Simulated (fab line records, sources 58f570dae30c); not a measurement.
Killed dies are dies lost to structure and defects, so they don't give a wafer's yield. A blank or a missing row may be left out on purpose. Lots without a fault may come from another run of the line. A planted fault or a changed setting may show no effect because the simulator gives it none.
Split-lot experiment | flow berkeley_cmos170 | 5 lots, 23 wafers read, on a route of 331 steps

THE SPLIT
At UCB170_NLDD_IMPLANT_09, the setting energy_kev was moved away from the recipe's 30 on 10 of the 23 wafers read, by -4.7% to +4.2%. The other wafers ran this setting at the recipe's value.

The reading is taken at the split's own step.

THE READING
implant.drp_nm (the simulator's own value, which no gauge read), in nm, at UCB170_NLDD_IMPLANT_09. The file gives no usual value for it.

wafer  | tool, chamber at the split | energy_kev as run | against the recipe | implant.drp_nm, nm | against lot-mates on the recipe
L077.1 | implanter-03, 0            | 29.32             | -2.3%              | 9.452              | -0.159
L077.3 | implanter-03, 0            | 29.32             | -2.3%              | 9.452              | -0.159
L077.4 | implanter-03, 0            | 29.32             | -2.3%              | 9.452              | -0.159
L077.2 | implanter-03, 0            | 30                | recipe             | 9.611              | -
L077.6 | implanter-03, 0            | 30                | recipe             | 9.611              | -
L076.1 | implanter-03, 0            | 30                | recipe             | 9.611              | -
L076.5 | implanter-03, 0            | 30                | recipe             | 9.611              | -
L076.3 | implanter-03, 0            | 30.83             | +2.8%              | 9.805              | +0.194
L076.4 | implanter-03, 0            | 30.83             | +2.8%              | 9.805              | +0.194
L076.6 | implanter-03, 0            | 30.83             | +2.8%              | 9.805              | +0.194
L079.2 | implanter-01, 0            | 28.6              | -4.7%              | 9.283              | -0.328
L079.6 | implanter-01, 0            | 28.6              | -4.7%              | 9.283              | -0.328
L079.3 | implanter-01, 0            | 30                | recipe             | 9.611              | -
L079.4 | implanter-01, 0            | 30                | recipe             | 9.611              | -
L079.5 | implanter-01, 0            | 30                | recipe             | 9.611              | -
L082.2 | implanter-03, 0            | 30                | recipe             | 9.611              | -
L082.3 | implanter-03, 0            | 30                | recipe             | 9.611              | -
L082.6 | implanter-03, 0            | 30                | recipe             | 9.611              | -
L084.1 | implanter-01, 0            | 30                | recipe             | 9.611              | -
L084.4 | implanter-01, 0            | 30                | recipe             | 9.611              | -
L084.6 | implanter-01, 0            | 30                | recipe             | 9.611              | -
L084.3 | implanter-01, 0            | 31.25             | +4.2%              | 9.903              | +0.292
L084.5 | implanter-01, 0            | 31.25             | +4.2%              | 9.903              | +0.292

THE FIT
A straight line over all 23 wafers: implant.drp_nm changes by +0.0702 nm for each +1% of energy_kev; r = +1.00; the points scatter about the line by 0.00019 nm.
The same after taking each lot's own level away (the mean of its wafers on the recipe; 23 wafers): +0.0702 nm for each +1%; r = +1.00; scatter 0.00019 nm.
On that fit, the largest move of energy_kev shifts the reading by 0.33 nm.
The lots' own levels span 9.6110 to 9.6110 nm.
So the lot-to-lot level changes the slope little: the two slopes agree.
Check: with one of the wafers moved furthest among these (-4.7%) left out of the fit, the line predicts -0.327 nm for it against its lot-mates. It came out at -0.328 nm against them.

OTHER SPLITS ON THESE WAFERS
These wafers also went through other splits before the reading. Each is held against what the fit with the lots' levels taken away leaves over:
other split on the same wafers         | wafers away from the commonest value | r with implant.drp_nm (lot level and that fit taken away)
UCB170_ZERO_ETCH_06 over_etch_frac     | 8                                    | +0.04
UCB170_NWELL_IMPLANT_14 energy_kev     | 10                                   | +0.14
UCB170_PWELL_CVD_05 temp_c             | 15                                   | -0.15
UCB170_PWELL_IMPLANT_15 energy_kev     | 9                                    | +0.31
UCB170_FIELD_OXIDATION_01 temp_c       | 15                                   | -0.13
UCB170_SCREENOX_OXIDATION_01 ox_time_s | 18                                   | -0.09
UCB170_PVT_IMPLANT_07 energy_kev       | 3                                    | -0.18
UCB170_NLDD_EXPOSE_03 dose_mj          | 8                                    | -0.15

THE WHOLE CHAIN: every reading that the file lists as answering this split, in the file's order
step                   | what it does | reading                                                         | change (the file's fit)                | r (the file's)
UCB170_NLDD_IMPLANT_09 |              | implant.rp_nm (the simulator's own value, which no gauge read)  | +0.162 nm for each +1% of the setting  | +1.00
UCB170_NLDD_IMPLANT_09 |              | implant.drp_nm (the simulator's own value, which no gauge read) | +0.0702 nm for each +1% of the setting | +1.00

THE FILE'S OWN FIT
implant.drp_nm changes by +0.0702 nm for each +1% of energy_kev, r = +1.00.
